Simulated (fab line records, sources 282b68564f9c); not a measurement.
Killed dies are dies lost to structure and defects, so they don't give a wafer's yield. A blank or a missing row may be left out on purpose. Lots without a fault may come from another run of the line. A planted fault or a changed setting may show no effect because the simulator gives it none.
Tool commonality check | flow rit_cmos | 13 lots, 42 wafers sampled

WHY IT WAS OPENED
At RIT_ACTIVE_CD_MEAS_11 the reading cd_nm is flagged on 1 of 13 lots. Wafers without a fault read 1399.6 nm, standard deviation 2.5.
Rule: a lot is flagged when every wafer of it that has a number lies more than 4 standard deviations from that mean, or none has a number. The other lots count as sound.

lot  | measured    | on        | cd_nm (nm), wafer by wafer                | flag
L619 | day 1 15:24 | cd_sem-01 | 1398.9 1400.5 1399.2                      |
L620 | day 1 20:41 | cd_sem-02 | 1402.0 1400.3 1403.1                      |
L621 | day 2 01:16 | cd_sem-02 | 1401.1 1402.4 1400.3                      |
L623 | day 2 10:45 | cd_sem-02 | 1400.2 1399.0 1398.9                      |
L625 | day 2 23:37 | cd_sem-01 | 1400.2 1399.1 1401.5                      |
L626 | day 3 01:38 | cd_sem-02 | 1398.6 1397.4 1400.8                      |
L627 | day 3 06:26 | cd_sem-02 | 1394.5 1395.6 1392.8                      |
L628 | day 3 13:00 | cd_sem-02 | 1394.5 1392.7 1395.0                      |
L630 | day 3 23:08 | cd_sem-01 | 1398.5 1400.4 1400.8                      |
L631 | day 4 02:38 | cd_sem-02 | 1398.7 1399.8 1398.9                      |
L632 | day 4 08:46 | cd_sem-02 | 1547.6 1548.7 1549.2 1547.9 1549.0 1549.5 | FLAGGED
L641 | day 6 05:30 | cd_sem-01 | 1401.0 1403.8 1402.6                      |
L642 | day 6 10:30 | cd_sem-01 | 1400.0 1399.8 1400.0                      |
The numbers of the flagged lots are 1548.7 nm on average: +149.1 nm against the usual, or +60 standard deviations.

WHICH TOOL RAN EACH LOT
The record holds 1 process step before the reading, out of a route of 202 steps. In each cell: the tool, then ch and the chambers that the sampled wafers went through, then the start.
lot  | flag    | RIT_ACTIVE_EXPOSE_08
L619 |         | iline_stepper-02 ch 0, day 1 15:00
L620 |         | iline_stepper-01 ch 0, day 1 20:17
L621 |         | iline_stepper-01 ch 0, day 2 00:52
L623 |         | iline_stepper-01 ch 0, day 2 10:21
L625 |         | iline_stepper-01 ch 0, day 2 23:13
L626 |         | iline_stepper-01 ch 0, day 3 01:07
L627 |         | iline_stepper-01 ch 0, day 3 06:02
L628 |         | iline_stepper-01 ch 0, day 3 12:36
L630 |         | iline_stepper-01 ch 0, day 3 22:44
L631 |         | iline_stepper-02 ch 0, day 4 02:14
L632 | FLAGGED | iline_stepper-01 ch 0, day 4 08:22
L641 |         | iline_stepper-02 ch 0, day 6 05:06
L642 |         | iline_stepper-02 ch 0, day 6 10:06
What these steps do:
- RIT_ACTIVE_EXPOSE_08: exposes mask M1, target cd 1400 nm.
- RIT_ACTIVE_CD_MEAS_11: target cd 1400 nm.

FLAGGED OVER TOTAL, TOOL BY TOOL (the gauges that took the reading come last)
step                  | tool             | lots run | flagged | share of the flagged lots | sound lots run after its first flagged lot
RIT_ACTIVE_EXPOSE_08  | iline_stepper-01 | 9        | 1       | all                       | 0
RIT_ACTIVE_EXPOSE_08  | iline_stepper-02 | 4        | 0       | none                      | -
RIT_ACTIVE_CD_MEAS_11 | cd_sem-01        | 5        | 0       | none                      | -
RIT_ACTIVE_CD_MEAS_11 | cd_sem-02        | 8        | 1       | all                       | 0

WHAT THE TABLE ALLOWS
2 rows of the table ran every flagged lot: iline_stepper-01 at RIT_ACTIVE_EXPOSE_08, cd_sem-02 at RIT_ACTIVE_CD_MEAS_11.
- iline_stepper-01 at RIT_ACTIVE_EXPOSE_08: 1 of its 9 lots flagged. Its last sound lot is L630 (day 3 22:44), its first flagged lot L632 (day 4 08:22): a fault that began between those two fits.
- cd_sem-02 at RIT_ACTIVE_CD_MEAS_11: 1 of its 8 lots flagged. Its last sound lot is L631 (day 4 02:38), its first flagged lot L632 (day 4 08:46): a fault that began between those two fits.
Counting lots can't tell these 2 tools apart, because each fits a fault that began at some hour. More lots, or a look at what each step does to the wafer, might.

WHAT THE SIMULATOR HAD PUT IN
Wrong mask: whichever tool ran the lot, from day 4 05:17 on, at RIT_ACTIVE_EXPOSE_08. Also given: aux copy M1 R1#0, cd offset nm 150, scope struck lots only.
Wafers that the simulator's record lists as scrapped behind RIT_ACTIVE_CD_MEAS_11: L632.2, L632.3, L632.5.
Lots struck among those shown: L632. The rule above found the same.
